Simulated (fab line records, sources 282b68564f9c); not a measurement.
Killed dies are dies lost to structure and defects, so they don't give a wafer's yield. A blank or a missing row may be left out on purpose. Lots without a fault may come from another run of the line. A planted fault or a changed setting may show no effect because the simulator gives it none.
fab line records | flow rit_cmos
record lots=6 wafers=18 last_day=7
route steps=202 shown PWELL@46 WELLDRIVE@50 NWELL@51 NRETRO@53 PRETRO@64 M1@202
lots that met no fault: from a run of the same line without faults
start_h: hours from the record's first day to the start of the lot's first wafer shown | wait_h: hours since the lot's step before | " the same as in the row above | L1.1+2: a row that stands for several wafers | - no value, or no start given | * or withheld: withheld | < > ~ a bound
route shown NAME@n: a module of which the file shows steps, and the number in the route of the first | usual: mean/standard deviation of fault-free wafers | same: alike in all rows | chamber/n: place in a boat | sites: the reading at each site | _std_site: their standard deviation | _edge_site: outer sites' mean less inner sites' | radius_mm: how far each site lies from the wafer's centre | mask NAME#n: copy n | behind: the tool/chamber that last shaped the wafer | hold: why the lot was held/for how many hours/how that ended | device: the transistor (n, p or np) that didn't switch | end of line: the same wafers' tests at the end of the route | a step without rows: its recipe alone | killed: dies lost to structure and defects at the first sort, not the wafer's yield | map: a wafer's dies, x killed, . not, _ none there
set.NAME: the setting as run; set.NAME@STEP: as run at that earlier step | model.NAME: the simulator's own value behind a step, which no gauge read
lots at some steps of the route; a table a step, a row a wafer
services: from which hour (start_h, from the record's first day; less than 0 if before it) a tool's chamber was out of use, for how many hours, and why
## steps
# step RIT_PWELL_HARDBAKE_07
# recipe resist=NOVOLAK temp_c=140 time_s=120
# step RIT_PWELL_IMPLANT_08
# recipe species=B energy_kev=170 dose_cm2=7e+13 tilt_deg=7
# step RIT_PWELL_STRIP_09
# recipe chemistry=O2 time_s=180 resist=NOVOLAK platen_temp_c=withheld power_w=500 pressure_mtorr=4000 o2_flow_sccm=4000
# usual drypump_motor_current_A=5.8/0.37
# columns lot.wafer tool chamber start_h wait_h drypump_motor_current_A rf_hours_counter_h
L520.2 plasma_asher-03 0 56.57 0.1 5.8 36
L520.4 " 0 " " 5.8 -
L520.6 " 0 " " 5.8 -
L526.2 plasma_asher-03 0 86.72 0.1 5.8 40
L526.3 " 1 " " 5.2 -
L526.5 " 0 " " 5.8 -
L534.1 plasma_asher-03 0 126.39 0.1 5.8 44
L534.3 " 0 " " 5.8 -
L534.5 " 0 " " 5.8 -
L535.2 plasma_asher-02 1 130.41 0.1 5.7 35
L535.3 " 1 " " 5.7 -
L535.5 " 0 " " 6.2 -
L536.3 plasma_asher-03 1 134.30 0.1 5.2 -
L536.4 " 0 " " 5.8 -
L536.6 " 0 " " 5.9 -
L537.1 plasma_asher-02 1 142.61 0.1 5.7 36
L537.5 " 1 " " 5.7 -
L537.6 " 0 " " 6.2 -
# step RIT_PWELL_TW_MEAS_10
# usual PWELL_TW=955/6.2
# columns lot.wafer tool chamber start_h wait_h PWELL_TW
L520.2 film_metro-03 - 56.75 0.1 962
L520.4 " - " " 958
L520.6 " - " " 959
L526.2 film_metro-01 - 86.90 0.1 955
L526.3 " - " " 957
L526.5 " - " " 953
L534.1 film_metro-02 - 126.57 0.1 953
L534.3 " - " " 955
L534.5 " - " " 955
L535.2 film_metro-01 - 130.59 0.1 956
L535.3 " - " " 956
L535.5 " - " " 948
L536.3 film_metro-01 - 134.44 0.1 958
L536.4 " - " " 956
L536.6 " - " " 960
L537.1 film_metro-02 - 142.79 0.1 956
L537.5 " - " " 953
L537.6 " - " " 950
# step RIT_WELLDRIVE_ANNEAL_00
# recipe temp_c=1100 time_s=14700 ambient=N2
# step RIT_WELLDRIVE_RS_MEAS_01
# recipe thk_meas_gauge=four-point-probe
# usual NWELL_RS=275.7/0.85
# columns lot.wafer tool chamber start_h wait_h NWELL_RS[ohm/sq]
L520.2 film_metro-02 - 62.41 0.0 275.4
L520.4 " - " " 275.3
L520.6 " - " " 274.9
L526.2 film_metro-01 - 94.52 0.0 275.8
L526.3 " - " " 275.7
L526.5 " - " " 275.4
L534.1 film_metro-02 - 132.30 0.0 277.1
L534.3 " - " " 276.6
L534.5 " - " " 276.8
L535.2 film_metro-01 - 135.75 0.0 275.1
L535.3 " - " " 274.9
L535.5 " - " " 274.2
L536.3 film_metro-03 - 141.04 0.0 276.0
L536.4 " - " " 275.6
L536.6 " - " " 276.2
L537.1 film_metro-03 - 147.93 0.0 275.3
L537.5 " - " " 274.4
L537.6 " - " " 274.6
# step RIT_WELLDRIVE_RS_MEAS_02
# recipe thk_meas_gauge=four-point-probe
# usual PWELL_RS=429.9/1.3
# columns lot.wafer tool chamber start_h wait_h PWELL_RS[ohm/sq]
L520.2 film_metro-02 - 62.53 0.1 429.6
L520.4 " - " " 431.1
L520.6 " - " " 430.6
L526.2 film_metro-01 - 94.64 0.1 428.5
L526.3 " - " " 428.6
L526.5 " - " " 429.4
L534.1 film_metro-02 - 132.42 0.1 432.8
L534.3 " - " " 432.5
L534.5 " - " " 431.1
L535.2 film_metro-01 - 135.87 0.1 430.2
L535.3 " - " " 430.9
L535.5 " - " " 431.1
L536.3 film_metro-03 - 141.16 0.1 431.1
L536.4 " - " " 429.6
L536.6 " - " " 431.3
L537.1 film_metro-03 - 148.05 0.1 430.2
L537.5 " - " " 428.8
L537.6 " - " " 429.1
# step RIT_NRETRO_HMDS_00
# recipe prime_time_s=60 prime_temp_c=140
# step RIT_NRETRO_COAT_01
# recipe resist=NOVOLAK spin_rpm=2000 resist_thk_nm=1300
# step RIT_NRETRO_SOFTBAKE_02
# recipe resist=NOVOLAK temp_c=90 time_s=60
# step RIT_NRETRO_EXPOSE_03
# recipe mask_id=M4 na=0.57 target_cd_nm=43900 dose_mj=250
# step RIT_NRETRO_PEB_04
# recipe resist=NOVOLAK temp_c=withheld time_s=withheld
# step RIT_NRETRO_DEVELOP_05
# recipe resist=NOVOLAK develop_time_s=68 dev_temp_c=23
# columns lot.wafer tool chamber start_h wait_h
L520.2+4+6 litho_track-03 0 63 -
L526.2+3+5 litho_track-01 0 95 -
L534.1+3+5 litho_track-03 0 133 -
L535.2+3+5 litho_track-03 0 136 -
L536.3+4+6 litho_track-02 0 142 -
L537.1+5+6 litho_track-01 0 148 -
# step RIT_NRETRO_OVL_MEAS_06
# usual NRETRO_OVL=0.8/1.2
# columns lot.wafer tool chamber start_h wait_h NRETRO_OVL[nm]
L520.2 overlay-02 - 63.51 - 0.4
L520.4 " - " " -1.1
L520.6 " - " " 0.9
L526.2 overlay-02 - 95.62 - -0.8
L526.3 " - " " 1.1
L526.5 " - " " -0.1
L534.1 overlay-01 - 133.69 - 1.9
L534.3 " - " " 1.2
L534.5 " - " " -0.3
L535.2 overlay-02 - 136.85 - 0.9
L535.3 " - " " 0.1
L535.5 " - " " -0.2
L536.3 overlay-02 - 142.36 - 1.0
L536.4 " - " " 0.2
L536.6 " - " " 1.4
L537.1 overlay-02 - 149.08 - 0.1
L537.5 " - " " 2.7
L537.6 " - " " 1.2
# step RIT_NRETRO_HARDBAKE_07
# recipe resist=NOVOLAK temp_c=140 time_s=120
# step RIT_NRETRO_IMPLANT_08
# recipe species=P energy_kev=70 dose_cm2=1e+13 tilt_deg=7
# step RIT_NRETRO_STRIP_09
# recipe chemistry=O2 time_s=180 resist=NOVOLAK platen_temp_c=withheld power_w=500 pressure_mtorr=4000 o2_flow_sccm=4000
# usual drypump_motor_current_A=5.9/0.39
# columns lot.wafer tool chamber start_h wait_h drypump_motor_current_A rf_hours_counter_h
L520.2 plasma_asher-01 1 63.94 0.1 6.1 42
L520.4 " 0 " " 5.2 -
L520.6 " 1 " " 6.1 -
L526.2 plasma_asher-04 0 96.17 0.1 6.4 47
L526.3 " 0 " " 6.4 -
L526.5 " 0 " " 6.3 -
L534.1 plasma_asher-02 1 134.13 0.1 5.7 35
L534.3 " 1 " " 5.7 -
L534.5 " 1 " " 5.7 -
L535.2 plasma_asher-01 0 137.28 0.1 5.2 1
L535.3 " 0 " " 5.2 -
L535.5 " 1 " " 6.1 -
L536.3 plasma_asher-04 1 142.92 0.1 5.8 -
L536.4 " 0 " " 6.3 -
L536.6 " 1 " " 5.8 -
L537.1 plasma_asher-01 1 149.52 0.1 6.1 3
L537.5 " 0 " " 5.2 -
L537.6 " 1 " " 6.1 -
# step RIT_NRETRO_TW_MEAS_10
# usual NRETRO_TW=1057/5.5
# columns lot.wafer tool chamber start_h wait_h NRETRO_TW
L520.2 film_metro-04 - 64.13 0.1 1060
L520.4 " - " " 1063
L520.6 " - " " 1051
L526.2 film_metro-04 - 96.35 0.1 1056
L526.3 " - " " 1058
L526.5 " - " " 1053
L534.1 film_metro-02 - 134.30 0.1 229
L534.3 " - " " 229
L534.5 " - " " 230
L535.2 film_metro-02 - 137.47 0.1 227
L535.3 " - " " 228
L535.5 " - " " 225
L536.3 film_metro-04 - 143.06 0.1 1054
L536.4 " - " " 1061
L536.6 " - " " 1055
L537.1 film_metro-03 - 149.69 0.1 1060
L537.5 " - " " 1061
L537.6 " - " " 1058
# step RIT_PRETRO_HMDS_00
# recipe prime_time_s=60 prime_temp_c=140
# step RIT_M1_PROBE_99
# usual defect_limited_yield=97.5/1.1 killed_at_front_end=6.5/2.8 killed_dies=6.5/2.8 killed_open=3.2/1.8 killed_short=3.3/2 sort_bin_3_pad_short=0.1/0.23 sort_bin_5_function=1.5/0.77 sort_bin_6_memory=0.9/0.6 sort_n_pass=257.5/2.8 sort_yield_pct=97.5/1.1
# same gross_dies=264 killed_at_M0_to_M3=0 killed_at_M4_up=0 killed_at_back_side=0 killed_at_contacts=0 killed_at_other=0
# columns lot.wafer tool chamber start_h wait_h defect_limited_yield[%] killed_at_front_end killed_dies killed_open killed_short sort_bin_3_pad_short[%] sort_bin_5_function[%] sort_bin_6_memory[%] sort_n_pass sort_yield_pct[%]
L520.2 prober-01 - 95.36 0.1 97.7 6 6 4 2 0.4 0.8 1.1 258.0 97.7
L520.4 prober-01 - 95.46 0.2 97.7 6 6 3 3 0 1.1 1.1 258.0 97.7
L520.6 prober-01 - 95.56 0.2 98.5 4 4 2 2 0 1.1 0.4 260.0 98.5
L526.2 prober-01 - 128.44 0.1 97.7 6 6 2 4 0 2.3 0 258.0 97.7
L526.3 prober-01 - 128.49 0.2 97.7 6 6 1 5 0.4 0.8 1.1 258.0 97.7
L526.5 prober-01 - 128.59 0.2 98.5 4 4 2 2 0 0.8 0.8 260.0 98.5
L536.3 prober-01 - 175.48 0.2 96.6 9 9 5 4 0 2.3 1.1 255.0 96.6
L536.4 prober-01 - 175.53 0.2 94.7 14 14 8 6 0.4 2.7 2.3 250.0 94.7
L536.6 prober-01 - 175.63 0.2 98.5 4 4 4 0 0 1.5 0 260.0 98.5
L537.1 prober-02 - 177.53 0.1 98.9 3 3 1 2 0 0 1.1 261.0 98.9
L537.5 prober-02 - 177.73 0.2 98.9 3 3 2 1 0 0.4 0.8 261.0 98.9
L537.6 prober-02 - 177.78 0.2 95.8 11 11 8 3 0.8 2.3 1.1 253.0 95.8
# killed by level:class
L520.2 ACTIVE:geometric_particle:short=1 GATE:geometric_particle:open=1 REOX:geometric_particle:short=1 REOX:geometric_particle:open=1 SPACER:geometric_particle:open=1 SILICIDE:geometric_particle:open=1
L520.4 GATE:geometric_particle:open=2 SPACER:geometric_particle:short=2 FOX1:geometric_particle:short=1 REOX:geometric_particle:open=1
L520.6 GATE:geometric_particle:short=2 REOX:geometric_particle:open=2
L526.2 FOX1:geometric_particle:short=2 GATE:geometric_particle:open=1 REOX:geometric_particle:open=1 SPACER:geometric_particle:short=1 SILICIDE:geometric_particle:short=1
L526.3 SPACER:geometric_particle:short=2 FOX1:geometric_particle:short=1 GATE:geometric_particle:short=1 REOX:geometric_particle:open=1 SILICIDE:geometric_particle:short=1
L526.5 FOX2:geometric_particle:short=1 REOX:geometric_particle:open=1 REOX:geometric_particle:short=1 SPACER:geometric_particle:open=1
L536.3 REOX:geometric_particle:short=3 GATE:geometric_particle:open=2 REOX:geometric_particle:open=1 SPACER:geometric_particle:open=1 SILICIDE:geometric_particle:open=1 SILICIDE:geometric_particle:short=1
L536.4 REOX:geometric_particle:open=3 GATE:geometric_particle:short=2 GATE:geometric_particle:open=2 REOX:geometric_particle:short=2 SPACER:geometric_particle:open=2 ACTIVE:geometric_particle:open=1 FOX1:geometric_particle:short=1 SPACER:geometric_particle:short=1
L536.6 FOX1:geometric_particle:open=2 SPACER:geometric_particle:open=1 SILICIDE:geometric_particle:open=1
L537.1 GATE:geometric_particle:open=1 GATE:geometric_particle:short=1 SPACER:geometric_particle:short=1
L537.5 GATE:geometric_particle:open=1 GATE:geometric_particle:short=1 SILICIDE:geometric_particle:open=1
L537.6 SPACER:geometric_particle:open=4 GATE:geometric_particle:short=2 GATE:geometric_particle:open=2 FOX1:geometric_particle:open=1 SILICIDE:geometric_particle:short=1 SILICIDE:geometric_particle:open=1
## services
# columns tool chamber start_h hours kind
plasma_asher-02 - 38.91 2.8 pm
plasma_asher-01 - 75.98 2.8 pm
plasma_asher-03 - 102.96 1.5 repair
plasma_asher-01 - 108.75 9.0 pm
plasma_asher-01 0 108.75 9.0 vent_cycle
plasma_asher-01 1 108.75 9.0 vent_cycle
plasma_asher-01 0 117.75 - clean
plasma_asher-01 1 117.75 - clean
plasma_asher-02 - 119.58 1.3 repair
plasma_asher-01 - 123.57 7.8 repair
## key
first_sign step=RIT_NRETRO_TW_MEAS_10 reading=NRETRO_TW direction=down sigmas=99+ usual=1057 struck=228
effect none on later readings
met_at RIT_NRETRO_DEVELOP_05
struck_wafers L534.1,L534.3,L534.5,L535.2,L535.3,L535.5
rows_end L534.1,L534.3,L534.5,L535.2,L535.3,L535.5
onset_between 63 133
fault kind=process_parameter_drift tool=litho_track-03 chamber=- onset_h=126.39 steps=RIT_NRETRO_DEVELOP_05 channel=develop_time_s offset=* shape=step end_h=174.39 acts_in=* stated=*
# rows_end: these wafers met a further fault down the route, and their rows from its step on are left out
